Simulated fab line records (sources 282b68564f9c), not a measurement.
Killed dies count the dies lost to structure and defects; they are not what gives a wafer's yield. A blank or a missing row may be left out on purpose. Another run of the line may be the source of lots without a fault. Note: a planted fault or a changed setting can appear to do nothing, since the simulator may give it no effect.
The tool behind it: which one? || flow ritCmos || Sampling: 15 lots, 45 wafers, 2 of 202 route steps

## WHAT EACH GAUGE READ, for each wafer
No reading from a measuring or inspecting step in the record can be judged against a usual standard deviation.

## WHICH TOOL RAN EACH LOT (tool, then ch and the chambers of the sampled wafers, then the start)
{"lot": "L690", "RIT_M1_STRIP_14": "plasmaAsher-02 ch 0,1, day 3 06:39", "RIT_M1_PROBE_99": "prober-02, day 3 08:34"}
{"lot": "L692", "RIT_M1_STRIP_14": "plasmaAsher-04 ch 0,1, day 3 20:21", "RIT_M1_PROBE_99": "prober-02, day 3 22:19"}
{"lot": "L693", "RIT_M1_STRIP_14": "plasmaAsher-04 ch 0,1, day 4 00:17", "RIT_M1_PROBE_99": "prober-01, day 4 02:17"}
{"lot": "L694", "RIT_M1_STRIP_14": "plasmaAsher-02 ch 0,1, day 4 04:07", "RIT_M1_PROBE_99": "prober-02, day 4 06:35"}
{"lot": "L695", "RIT_M1_STRIP_14": "plasmaAsher-04 ch 0,1, day 4 08:02", "RIT_M1_PROBE_99": "prober-01, day 4 09:58"}
{"lot": "L697", "RIT_M1_STRIP_14": "plasmaAsher-04 ch 0,1, day 4 17:03", "RIT_M1_PROBE_99": "prober-01, day 4 19:00"}
{"lot": "L698", "RIT_M1_STRIP_14": "plasmaAsher-02 ch 0,1, day 5 00:16", "RIT_M1_PROBE_99": "prober-02, day 5 02:11"}
{"lot": "L700", "RIT_M1_STRIP_14": "plasmaAsher-02 ch 0,1, day 5 09:16", "RIT_M1_PROBE_99": "prober-02, day 5 11:11"}
{"lot": "L701", "RIT_M1_STRIP_14": "plasmaAsher-02 ch 0,1, day 5 13:28", "RIT_M1_PROBE_99": "prober-01, day 5 15:26"}
{"lot": "L702", "RIT_M1_STRIP_14": "plasmaAsher-02 ch 0,1, day 5 17:55", "RIT_M1_PROBE_99": "prober-02, day 5 19:50"}
{"lot": "L705", "RIT_M1_STRIP_14": "plasmaAsher-04 ch 0,1, day 6 09:40", "RIT_M1_PROBE_99": "prober-01, day 6 13:56"}
{"lot": "L709", "RIT_M1_STRIP_14": "plasmaAsher-01 ch 0,1, day 7 07:29", "RIT_M1_PROBE_99": "prober-01, day 7 09:26"}
{"lot": "L710", "RIT_M1_STRIP_14": "plasmaAsher-04 ch 0,1, day 7 12:52", "RIT_M1_PROBE_99": "prober-02, day 7 15:50"}
{"lot": "L711", "RIT_M1_STRIP_14": "plasmaAsher-04 ch 0,1, day 7 16:03", "RIT_M1_PROBE_99": "prober-01, day 7 18:24"}
{"lot": "L713", "RIT_M1_STRIP_14": "plasmaAsher-02 ch 0,1, day 8 06:30", "RIT_M1_PROBE_99": "prober-01, day 8 08:28"}
- RIT_M1_STRIP_14: strips in O2, time 180 s.
- RIT_M1_PROBE_99

## AS READ BY THE TOOLS THEMSELVES (means over the sampled wafers that have a number; for cases with no such wafer, the mark the record gives instead)
RIT_M1_STRIP_14.
{"lot": "L690", "tool": "plasmaAsher-02", "drypumpMotorCurrentA (A)": 5.2, "runLengthS (s)": 208.2}
{"lot": "L692", "tool": "plasmaAsher-04", "drypumpMotorCurrentA (A)": 5.3, "runLengthS (s)": 207.7}
{"lot": "L693", "tool": "plasmaAsher-04", "drypumpMotorCurrentA (A)": 5.4, "runLengthS (s)": 207.6}
{"lot": "L694", "tool": "plasmaAsher-02", "drypumpMotorCurrentA (A)": 5.2, "runLengthS (s)": 208.2}
{"lot": "L695", "tool": "plasmaAsher-04", "drypumpMotorCurrentA (A)": 5.8, "runLengthS (s)": 207.8}
{"lot": "L697", "tool": "plasmaAsher-04", "drypumpMotorCurrentA (A)": 5.8, "runLengthS (s)": 207.6}
{"lot": "L698", "tool": "plasmaAsher-02", "drypumpMotorCurrentA (A)": 5.0, "runLengthS (s)": 207.8}
{"lot": "L700", "tool": "plasmaAsher-02", "drypumpMotorCurrentA (A)": 5.0, "runLengthS (s)": 207.8}
{"lot": "L701", "tool": "plasmaAsher-02", "drypumpMotorCurrentA (A)": 5.0, "runLengthS (s)": 208.1}
{"lot": "L702", "tool": "plasmaAsher-02", "drypumpMotorCurrentA (A)": 5.2, "runLengthS (s)": 208.1}
{"lot": "L705", "tool": "plasmaAsher-04", "drypumpMotorCurrentA (A)": 5.8, "runLengthS (s)": 197.5}
{"lot": "L709", "tool": "plasmaAsher-01", "drypumpMotorCurrentA (A)": 6.0, "runLengthS (s)": 208.0}
{"lot": "L710", "tool": "plasmaAsher-04", "drypumpMotorCurrentA (A)": 5.8, "runLengthS (s)": 197.4}
{"lot": "L711", "tool": "plasmaAsher-04", "drypumpMotorCurrentA (A)": 5.3, "runLengthS (s)": 202.5}
{"lot": "L713", "tool": "plasmaAsher-02", "drypumpMotorCurrentA (A)": 5.0, "runLengthS (s)": 208.0}

RIT_M1_PROBE_99.
{"lot": "L690", "tool": "prober-02", "defectLimitedYield (%)": 96.9, "killed_at_M0_to_M3": 0.3, "killedAtContacts": 0.0, "killedAtFrontEnd": 8, "killedDies": 8, "killedOpen": 5.7, "killedShort": 2.7}
{"lot": "L692", "tool": "prober-02", "defectLimitedYield (%)": 97.7, "killed_at_M0_to_M3": 0.0, "killedAtContacts": 0.0, "killedAtFrontEnd": 6, "killedDies": 6, "killedOpen": 3.7, "killedShort": 2.3}
{"lot": "L693", "tool": "prober-01", "defectLimitedYield (%)": 98.5, "killed_at_M0_to_M3": 0.0, "killedAtContacts": 0.0, "killedAtFrontEnd": 4, "killedDies": 4, "killedOpen": 1.3, "killedShort": 2.7}
{"lot": "L694", "tool": "prober-02", "defectLimitedYield (%)": 96.9, "killed_at_M0_to_M3": 0.0, "killedAtContacts": 0.0, "killedAtFrontEnd": 8, "killedDies": 8, "killedOpen": 4.0, "killedShort": 4.3}
{"lot": "L695", "tool": "prober-01", "defectLimitedYield (%)": 97.6, "killed_at_M0_to_M3": 0.0, "killedAtContacts": 0.3, "killedAtFrontEnd": 6, "killedDies": 6, "killedOpen": 3.0, "killedShort": 3.3}
{"lot": "L697", "tool": "prober-01", "defectLimitedYield (%)": 95.3, "killed_at_M0_to_M3": 0.0, "killedAtContacts": 0.0, "killedAtFrontEnd": 12, "killedDies": 12, "killedOpen": 5.7, "killedShort": 6.7}
{"lot": "L698", "tool": "prober-02", "defectLimitedYield (%)": 96.6, "killed_at_M0_to_M3": 0.0, "killedAtContacts": 0.0, "killedAtFrontEnd": 9, "killedDies": 9, "killedOpen": 3.3, "killedShort": 5.7}
{"lot": "L700", "tool": "prober-02", "defectLimitedYield (%)": 97.7, "killed_at_M0_to_M3": 0.0, "killedAtContacts": 0.0, "killedAtFrontEnd": 6, "killedDies": 6, "killedOpen": 3.0, "killedShort": 3.0}
{"lot": "L701", "tool": "prober-01", "defectLimitedYield (%)": 96.2, "killed_at_M0_to_M3": 0.0, "killedAtContacts": 0.0, "killedAtFrontEnd": 10, "killedDies": 10, "killedOpen": 5.7, "killedShort": 4.3}
{"lot": "L702", "tool": "prober-02", "defectLimitedYield (%)": 97.7, "killed_at_M0_to_M3": 0.0, "killedAtContacts": 0.0, "killedAtFrontEnd": 6, "killedDies": 6, "killedOpen": 3.7, "killedShort": 2.3}
{"lot": "L705", "tool": "prober-01", "defectLimitedYield (%)": 97.6, "killed_at_M0_to_M3": 0.0, "killedAtContacts": 0.0, "killedAtFrontEnd": 6, "killedDies": 6, "killedOpen": 2.3, "killedShort": 4.0}
{"lot": "L709", "tool": "prober-01", "defectLimitedYield (%)": 97.9, "killed_at_M0_to_M3": 0.0, "killedAtContacts": 0.0, "killedAtFrontEnd": 6, "killedDies": 6, "killedOpen": 3.3, "killedShort": 2.3}
{"lot": "L710", "tool": "prober-02", "defectLimitedYield (%)": 98.2, "killed_at_M0_to_M3": 0.0, "killedAtContacts": 0.0, "killedAtFrontEnd": 5, "killedDies": 5, "killedOpen": 3.0, "killedShort": 1.7}
{"lot": "L711", "tool": "prober-01", "defectLimitedYield (%)": 97.3, "killed_at_M0_to_M3": 0.0, "killedAtContacts": 0.0, "killedAtFrontEnd": 7, "killedDies": 7, "killedOpen": 3.3, "killedShort": 3.7}
{"lot": "L713", "tool": "prober-01", "defectLimitedYield (%)": 97.1, "killed_at_M0_to_M3": 0.0, "killedAtContacts": 0.0, "killedAtFrontEnd": 8, "killedDies": 8, "killedOpen": 4.7, "killedShort": 3.0}

## THE ANSWER, worked out from the rows above alone
Rule: usual is defined by the lots themselves. The widest of any qualifying gaps counts: lots, ordered by their means at a reading, are off when they make up no more than a third of the lots, leave a main group of 4 or more, and stand apart from it by 3 or more times the standard deviation of that group's means. If all means in a main group match to the digits the tables above print for the reading, that group is not used. A lot without any number at a reading at which 4 lots or more have one is off too. Where the step has rows for the other lots, those lots are counted as sound. First the gauges in route order, then the tools' own readings, where a lot's mean is used as printed above. The first step at which some lot is off is used, and at that step the reading that is off furthest; a lot without a number counts as furthest.
Off: L705, L710, L711 (RIT_M1_STRIP_14, runLengthS). Mean 207.9 s and standard deviation 0.21 in the main group.
If a tool, at that step or one of the process steps before it, ran each lot that is off and ran no sound lot following the first of them, it fits. One fits: RIT_M1_STRIP_14 on plasmaAsher-04. A fault onset in the window from L697 (day 4 17:03, its last sound lot) to L705 (day 6 09:40, its first lot off) fits.
On the lots that are off, the tool's own readings at RIT_M1_STRIP_14 differ by more than 5 times the standard deviation of the sound lots' means, which bears it out; runLengthS reads 199.1 s there versus 207.9 s on the sound lots.

## WHAT HAD BEEN PUT IN BY THE SIMULATOR
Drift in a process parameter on plasmaAsher-04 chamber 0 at RIT_M1_STRIP_14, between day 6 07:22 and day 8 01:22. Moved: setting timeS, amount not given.
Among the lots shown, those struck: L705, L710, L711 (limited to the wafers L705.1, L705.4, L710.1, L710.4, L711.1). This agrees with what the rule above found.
